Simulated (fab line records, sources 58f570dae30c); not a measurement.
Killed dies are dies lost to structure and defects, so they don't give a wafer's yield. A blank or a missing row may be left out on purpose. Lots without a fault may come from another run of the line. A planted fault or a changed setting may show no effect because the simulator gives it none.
One fault seen from 2 desks | flow berkeley_cmos170 | each desk has only its own numbers; what lay behind them comes last

THE METROLOGY DESK
What the gauges read, lot by lot, whatever tool the lot ran on: means of the sampled wafers that have a number. A lot is out of limits, marked OUT, if its mean lies more than 4 standard deviations from the usual mean; the brackets give that distance.
Columns: A = cd_nm at UCB170_M3_CD_MEAS_15, usual 699.7 nm; B = M3_OVL at UCB170_M3_OVL_MEAS_16, usual 0 nm
lot  | first seen here | A     | B
L776 | day 9 20:59     | 698.1 | 2
L777 | day 10 07:11    | 699.1 | 5
L779 | day 10 12:56    | 697.8 | 5
L782 | day 10 19:03    | 699.1 | -7
L785 | day 11 09:53    | 701.7 | 11
L789 | day 12 08:47    | 700.0 | -7
This desk's finding: nothing out of limits on any of the 6 lots.

THE TOOL OWNER'S DESK: rie_metal-03
The tool's own readings at UCB170_M3_METAL_ETCH_18 (etches Al in Cl2/BCl3, stops on SiO2, target depth 1170 nm, time 195 s): means of the sampled wafers that have a number, for each lot that ran on this tool. A lot is out of limits, marked OUT, if its mean lies more than 4 standard deviations from the usual mean; the brackets give that distance.
Columns: A = drypump_motor_current_A at UCB170_M3_METAL_ETCH_18, usual 6.0 A; B = oes_product_au at UCB170_M3_METAL_ETCH_18, usual 0.853 a.u.; C = rf_fwd_power_W at UCB170_M3_METAL_ETCH_18, usual 598.2 W; D = throttle_valve_pct at UCB170_M3_METAL_ETCH_18, usual 24.4 %
lot  | first seen here | A   | B     | C     | D
L776 | day 9 21:10     | 6.3 | 0.852 | 597.9 | 24.0
L779 | day 10 13:07    | 6.3 | 0.838 | 598.4 | 24.0
L785 | day 11 10:06    | 6.3 | 0.827 | 597.3 | 24.0
This desk's finding: nothing out of limits on any of the 3 lots.

PUT TOGETHER
The metrology desk saw nothing out of limits.
The tool owner's desk saw nothing out of limits.

WHAT THE SIMULATOR HAD PUT IN
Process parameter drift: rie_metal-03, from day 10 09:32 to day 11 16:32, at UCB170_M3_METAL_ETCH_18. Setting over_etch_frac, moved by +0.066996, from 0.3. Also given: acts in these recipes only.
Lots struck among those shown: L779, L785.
